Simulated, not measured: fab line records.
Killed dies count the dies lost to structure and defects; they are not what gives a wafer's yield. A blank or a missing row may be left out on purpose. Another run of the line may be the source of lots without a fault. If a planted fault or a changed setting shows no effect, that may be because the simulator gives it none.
fab line records :: flow rit-cmos
record:
  lots: 5
  wafers: 15
  last-day: 7
route steps=202 shown NSD@133 PSD@142 M1@202
lots with no fault: from the same line, run without faults
start-h: hours from the record's first day to the start of the lot's first wafer shown :: wait-h: hours since the lot's step before :: " as in the row above :: L1.1+2: a single row standing in for several wafers :: - no value, or no start was given :: * or withheld: withheld :: < > ~ a bound
route shown NAME@n: a module of which the file shows steps, and the number in the route of the first :: usual: mean/standard deviation of fault-free wafers :: same: alike in all rows :: chamber/n: place in a boat :: sites: readings site by site :: _std_site: standard deviation of those values :: _edge_site: mean of outer sites minus mean of inner sites :: radius-mm: how far each site lies from the wafer's centre :: mask NAME#n: copy n :: behind: the most recent tool/chamber to have shaped the wafer :: hold: cause of the lot's hold/its duration in hours/its outcome :: device: transistor that didn't switch, given as n, p or np :: end of line: the tests these same wafers got at the end of their route :: a step given without rows: its recipe and nothing more :: killed: count of dies lost to structure and defects at first sort (not the wafer's yield) :: map: shows each die of a wafer: x if killed, . if not, _ if none is there
set.NAME: the setting as run; set.NAME@STEP: as run at that earlier step :: model.NAME: the simulator's own value behind a step, which no gauge read
a table for each step, a row for each wafer; lots at some steps of the route
services: when a tool's chamber went out of use (start-h, in hours from the record's first day, below 0 if earlier), for how many hours, and the reason
== steps ==
step: RIT_NSD_SOFTBAKE_02
recipe:
  resist: NOVOLAK
  temp-c: 90
  time-s: 60
step: RIT_NSD_EXPOSE_03
recipe:
  mask-id: M9
  na: 0.57
  target-cd-nm: 40700
  dose-mj: 250
step: RIT_NSD_PEB_04
recipe:
  resist: NOVOLAK
  temp-c: withheld
  time-s: withheld
step: RIT_NSD_DEVELOP_05
recipe:
  resist: NOVOLAK
  develop-time-s: 50
  dev-temp-c: 23
step: RIT_NSD_OVL_MEAS_06
usual:
  NSD_OVL: -1.0/1.4
lot.wafer: L427.3
tool: overlay-01
chamber: -
start-h: 90.51
wait-h: -
NSD_OVL[nm]: -0.8

lot.wafer: L427.4
tool: overlay-01
chamber: -
start-h: 90.51
wait-h: -
NSD_OVL[nm]: -0.8

lot.wafer: L427.5
tool: overlay-01
chamber: -
start-h: 90.51
wait-h: -
NSD_OVL[nm]: 0.7

lot.wafer: L428.1
tool: overlay-02
chamber: -
start-h: 96.58
wait-h: -
NSD_OVL[nm]: 0.3

lot.wafer: L428.2
tool: overlay-02
chamber: -
start-h: 96.58
wait-h: -
NSD_OVL[nm]: -1.0

lot.wafer: L428.3
tool: overlay-02
chamber: -
start-h: 96.58
wait-h: -
NSD_OVL[nm]: -0.4

lot.wafer: L440.2
tool: overlay-01
chamber: -
start-h: 142.20
wait-h: -
NSD_OVL[nm]: -0.7

lot.wafer: L440.3
tool: overlay-01
chamber: -
start-h: 142.20
wait-h: -
NSD_OVL[nm]: 0.7

lot.wafer: L440.4
tool: overlay-01
chamber: -
start-h: 142.20
wait-h: -
NSD_OVL[nm]: 0.0

lot.wafer: L441.3
tool: overlay-02
chamber: -
start-h: 148.48
wait-h: -
NSD_OVL[nm]: -0.3

lot.wafer: L441.4
tool: overlay-02
chamber: -
start-h: 148.48
wait-h: -
NSD_OVL[nm]: -2.7

lot.wafer: L441.6
tool: overlay-02
chamber: -
start-h: 148.48
wait-h: -
NSD_OVL[nm]: 0.3

lot.wafer: L444.2
tool: overlay-02
chamber: -
start-h: 156.69
wait-h: -
NSD_OVL[nm]: -0.8

lot.wafer: L444.4
tool: overlay-02
chamber: -
start-h: 156.69
wait-h: -
NSD_OVL[nm]: -0.4

lot.wafer: L444.6
tool: overlay-02
chamber: -
start-h: 156.69
wait-h: -
NSD_OVL[nm]: -1.1
step: RIT_NSD_HARDBAKE_07
recipe:
  resist: NOVOLAK
  temp-c: 140
  time-s: 60
step: RIT_NSD_IMPLANT_08
recipe:
  species: P
  energy-kev: 25
  dose-cm2: 1e+15
  tilt-deg: 7
step: RIT_NSD_STRIP_09
recipe:
  chemistry: O2
  time-s: 180
  resist: NOVOLAK
  platen-temp-c: withheld
  power-w: 500
  pressure-mtorr: 4000
  o2-flow-sccm: 4000
usual:
  drypump-motor-current-A: 5.8/0.46
same:
  time-s: 180
lot.wafer: L427.3
tool: plasma-asher-01
chamber: 1
start-h: 90.89
wait-h: 0.1
drypump-motor-current-A: 5.7
rf-hours-counter-h: -

lot.wafer: L427.4
tool: plasma-asher-01
chamber: 0
start-h: 90.89
wait-h: 0.1
drypump-motor-current-A: 5.9
rf-hours-counter-h: -

lot.wafer: L427.5
tool: plasma-asher-01
chamber: 0
start-h: 90.89
wait-h: 0.1
drypump-motor-current-A: 6.0
rf-hours-counter-h: -

lot.wafer: L428.1
tool: plasma-asher-01
chamber: 1
start-h: 97.00
wait-h: 0.1
drypump-motor-current-A: 5.7
rf-hours-counter-h: 25

lot.wafer: L428.2
tool: plasma-asher-01
chamber: 0
start-h: 97.00
wait-h: 0.1
drypump-motor-current-A: 5.9
rf-hours-counter-h: 25

lot.wafer: L428.3
tool: plasma-asher-01
chamber: 1
start-h: 97.00
wait-h: 0.1
drypump-motor-current-A: 5.7
rf-hours-counter-h: -

lot.wafer: L440.2
tool: plasma-asher-03
chamber: 1
start-h: 142.55
wait-h: 0.1
drypump-motor-current-A: 4.7
rf-hours-counter-h: 3

lot.wafer: L440.3
tool: plasma-asher-03
chamber: 0
start-h: 142.55
wait-h: 0.1
drypump-motor-current-A: 5.7
rf-hours-counter-h: -

lot.wafer: L440.4
tool: plasma-asher-03
chamber: 1
start-h: 142.55
wait-h: 0.1
drypump-motor-current-A: 4.7
rf-hours-counter-h: -

lot.wafer: L441.3
tool: plasma-asher-02
chamber: 0
start-h: 148.86
wait-h: 0.1
drypump-motor-current-A: 5.7
rf-hours-counter-h: -

lot.wafer: L441.4
tool: plasma-asher-02
chamber: 1
start-h: 148.86
wait-h: 0.1
drypump-motor-current-A: 6.4
rf-hours-counter-h: -

lot.wafer: L441.6
tool: plasma-asher-02
chamber: 1
start-h: 148.86
wait-h: 0.1
drypump-motor-current-A: 6.4
rf-hours-counter-h: -

lot.wafer: L444.2
tool: plasma-asher-01
chamber: 1
start-h: 157.02
wait-h: 0.1
drypump-motor-current-A: 5.7
rf-hours-counter-h: 34

lot.wafer: L444.4
tool: plasma-asher-01
chamber: 1
start-h: 157.02
wait-h: 0.1
drypump-motor-current-A: 5.7
rf-hours-counter-h: -

lot.wafer: L444.6
tool: plasma-asher-01
chamber: 1
start-h: 157.02
wait-h: 0.1
drypump-motor-current-A: 5.7
rf-hours-counter-h: -
step: RIT_NSD_TW_MEAS_10
usual:
  NSD_TW: 3129/33
lot.wafer: L427.3
tool: film-metro-02
chamber: -
start-h: 91.03
wait-h: 0.1
NSD_TW: 3149

lot.wafer: L427.4
tool: film-metro-02
chamber: -
start-h: 91.03
wait-h: 0.1
NSD_TW: 3147

lot.wafer: L427.5
tool: film-metro-02
chamber: -
start-h: 91.03
wait-h: 0.1
NSD_TW: 3152

lot.wafer: L428.1
tool: film-metro-01
chamber: -
start-h: 97.18
wait-h: 0.1
NSD_TW: 3083

lot.wafer: L428.2
tool: film-metro-01
chamber: -
start-h: 97.18
wait-h: 0.1
NSD_TW: 3085

lot.wafer: L428.3
tool: film-metro-01
chamber: -
start-h: 97.18
wait-h: 0.1
NSD_TW: 3085

lot.wafer: L440.2
tool: film-metro-03
chamber: -
start-h: 142.74
wait-h: 0.1
NSD_TW: 3148

lot.wafer: L440.3
tool: film-metro-03
chamber: -
start-h: 142.74
wait-h: 0.1
NSD_TW: 3163

lot.wafer: L440.4
tool: film-metro-03
chamber: -
start-h: 142.74
wait-h: 0.1
NSD_TW: 3170

lot.wafer: L441.3
tool: film-metro-02
chamber: -
start-h: 149.00
wait-h: 0.1
NSD_TW: 3148

lot.wafer: L441.4
tool: film-metro-02
chamber: -
start-h: 149.00
wait-h: 0.1
NSD_TW: 3152

lot.wafer: L441.6
tool: film-metro-02
chamber: -
start-h: 149.00
wait-h: 0.1
NSD_TW: 3140

lot.wafer: L444.2
tool: film-metro-01
chamber: -
start-h: 157.21
wait-h: 0.1
NSD_TW: 3064

lot.wafer: L444.4
tool: film-metro-01
chamber: -
start-h: 157.21
wait-h: 0.1
NSD_TW: 3075

lot.wafer: L444.6
tool: film-metro-01
chamber: -
start-h: 157.21
wait-h: 0.1
NSD_TW: 3071
step: RIT_PSD_HMDS_00
recipe:
  prime-time-s: 60
  prime-temp-c: 140
step: RIT_PSD_COAT_01
recipe:
  resist: NOVOLAK
  spin-rpm: 3250
  resist-thk-nm: 1000
step: RIT_PSD_SOFTBAKE_02
recipe:
  resist: NOVOLAK
  temp-c: 90
  time-s: 60
step: RIT_PSD_EXPOSE_03
recipe:
  mask-id: M10
  na: 0.57
  target-cd-nm: 40900
  dose-mj: 250
lot.wafer: L427.3+4+5
tool: iline-stepper-02
chamber: 0
start-h: 91.68
wait-h: 0.2
mask: M10_R1#0

lot.wafer: L428.1+2+3
tool: iline-stepper-01
chamber: 0
start-h: 97.83
wait-h: 0.2
mask: M10#0

lot.wafer: L440.2+3+4
tool: iline-stepper-02
chamber: 0
start-h: 143.38
wait-h: 0.2
mask: M10#0

lot.wafer: L441.3+4+6
tool: iline-stepper-01
chamber: 0
start-h: 149.66
wait-h: 0.2
mask: M10#0

lot.wafer: L444.2+4+6
tool: iline-stepper-01
chamber: 0
start-h: 157.73
wait-h: 0.1
mask: M10#0
step: RIT_PSD_PEB_04
recipe:
  resist: NOVOLAK
  temp-c: withheld
  time-s: withheld
step: RIT_M1_PROBE_99
usual:
  killed-at-front-end: 6.7/2.9
  killed-dies: 6.8/2.9
  killed-open: 3.5/2.1
  killed-short: 3.2/1.9
same:
  gross-dies: 264
  killed_at_M0_to_M3: 0
  killed_at_M4_up: 0
  killed-at-back-side: 0
  killed-at-contacts: 0
  killed-at-other: 0
lot.wafer: L427.3
tool: prober-01
chamber: -
start-h: 101.28
wait-h: 0.2
killed-at-front-end: 5
killed-dies: 5
killed-open: 3
killed-short: 2

lot.wafer: L427.4
tool: prober-01
chamber: -
start-h: 101.33
wait-h: 0.2
killed-at-front-end: 5
killed-dies: 5
killed-open: 3
killed-short: 2

lot.wafer: L427.5
tool: prober-01
chamber: -
start-h: 101.38
wait-h: 0.2
killed-at-front-end: 9
killed-dies: 9
killed-open: 6
killed-short: 3

lot.wafer: L440.2
tool: prober-01
chamber: -
start-h: 152.51
wait-h: 0.1
killed-at-front-end: 7
killed-dies: 7
killed-open: 2
killed-short: 5

lot.wafer: L440.3
tool: prober-01
chamber: -
start-h: 152.56
wait-h: 0.2
killed-at-front-end: 14
killed-dies: 14
killed-open: 9
killed-short: 5

lot.wafer: L440.4
tool: prober-01
chamber: -
start-h: 152.61
wait-h: 0.2
killed-at-front-end: 3
killed-dies: 3
killed-open: 2
killed-short: 1

lot.wafer: L441.3
tool: prober-02
chamber: -
start-h: 158.60
wait-h: 0.2
killed-at-front-end: 8
killed-dies: 8
killed-open: 5
killed-short: 3

lot.wafer: L441.4
tool: prober-02
chamber: -
start-h: 158.65
wait-h: 0.2
killed-at-front-end: 2
killed-dies: 2
killed-open: 2
killed-short: 0

lot.wafer: L441.6
tool: prober-02
chamber: -
start-h: 158.75
wait-h: 0.2
killed-at-front-end: 6
killed-dies: 6
killed-open: 4
killed-short: 2

lot.wafer: L444.2
tool: prober-02
chamber: -
start-h: 166.50
wait-h: 0.1
killed-at-front-end: 9
killed-dies: 9
killed-open: 6
killed-short: 3

lot.wafer: L444.4
tool: prober-02
chamber: -
start-h: 166.60
wait-h: 0.2
killed-at-front-end: 6
killed-dies: 6
killed-open: 3
killed-short: 3

lot.wafer: L444.6
tool: prober-02
chamber: -
start-h: 166.70
wait-h: 0.2
killed-at-front-end: 4
killed-dies: 4
killed-open: 2
killed-short: 2
killed by level:class
L427.3 REOX:geometric-particle:short=2 GATE:geometric-particle:open=1 SPACER:geometric-particle:open=1 SILICIDE:geometric-particle:open=1
L427.4 FOX1:geometric-particle:open=2 REOX:geometric-particle:open=1 REOX:geometric-particle:short=1 SILICIDE:geometric-particle:short=1
L427.5 FOX1:geometric-particle:short=2 FOX1:geometric-particle:open=2 REOX:geometric-particle:open=2 FOX2:geometric-particle:open=1 GATE:geometric-particle:short=1 SILICIDE:geometric-particle:open=1
L440.2 GATE:geometric-particle:short=2 SPACER:geometric-particle:open=2 SILICIDE:geometric-particle:short=2 REOX:geometric-particle:short=1
L440.3 FOX2:geometric-particle:open=3 GATE:geometric-particle:short=3 GATE:geometric-particle:open=3 FOX1:geometric-particle:short=1 FOX1:geometric-particle:open=1 SPACER:geometric-particle:open=1 SPACER:geometric-particle:short=1 SILICIDE:geometric-particle:open=1
L440.4 GATE:geometric-particle:open=2 GATE:geometric-particle:short=1
L441.3 SILICIDE:geometric-particle:open=3 FOX1:geometric-particle:open=2 ACTIVE:geometric-particle:short=1 GATE:geometric-particle:short=1 REOX:geometric-particle:short=1
L441.4 SILICIDE:geometric-particle:open=2
L441.6 SILICIDE:geometric-particle:open=2 FOX1:geometric-particle:open=1 GATE:geometric-particle:short=1 REOX:geometric-particle:open=1 SPACER:geometric-particle:short=1
L444.2 REOX:geometric-particle:open=3 REOX:geometric-particle:short=2 FOX1:geometric-particle:open=1 GATE:geometric-particle:open=1 SILICIDE:geometric-particle:short=1 SILICIDE:geometric-particle:open=1
L444.4 GATE:geometric-particle:short=2 GATE:geometric-particle:open=1 REOX:geometric-particle:open=1 SPACER:geometric-particle:short=1 SPACER:geometric-particle:open=1
L444.6 FOX1:geometric-particle:open=1 GATE:geometric-particle:open=1 REOX:geometric-particle:short=1 SILICIDE:geometric-particle:short=1
== services ==
tool: iline-stepper-01
chamber: -
start-h: 84.52
hours: 4.3
kind: pm

tool: iline-stepper-02
chamber: -
start-h: 91.78
hours: 1.7
kind: pm

tool: plasma-asher-01
chamber: -
start-h: 98.66
hours: 2.8
kind: pm

tool: plasma-asher-03
chamber: -
start-h: 108.88
hours: 9.0
kind: pm

tool: plasma-asher-03
chamber: 0
start-h: 108.88
hours: 9.0
kind: vent-cycle

tool: plasma-asher-03
chamber: 1
start-h: 108.88
hours: 9.0
kind: vent-cycle

tool: plasma-asher-03
chamber: 0
start-h: 117.88
hours: -
kind: clean

tool: plasma-asher-03
chamber: 1
start-h: 117.88
hours: -
kind: clean
== key ==
first-sign:
  step: RIT_PSD_EXPOSE_03
  reading: mask
  direction: changed
effect none on later readings
met-at RIT_PSD_EXPOSE_03
struck-wafers L427.3,L427.4,L427.5
tester-left-out L427
fault:
  kind: wrong-mask
  tool: any
  chamber: -
  onset-h: 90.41
  steps: RIT_PSD_EXPOSE_03
  aux-copy: M10_R1#0
  cd-offset-nm: -350
  scope: struck-lots-only
tester-left-out: of these lots the tester's yield and bins aren't shown, on N5 and GAA mostly nor the transistor test; their killed dies are dies lost to structure and defects alone, not to doping, threshold or leakage, so they don't give the yield
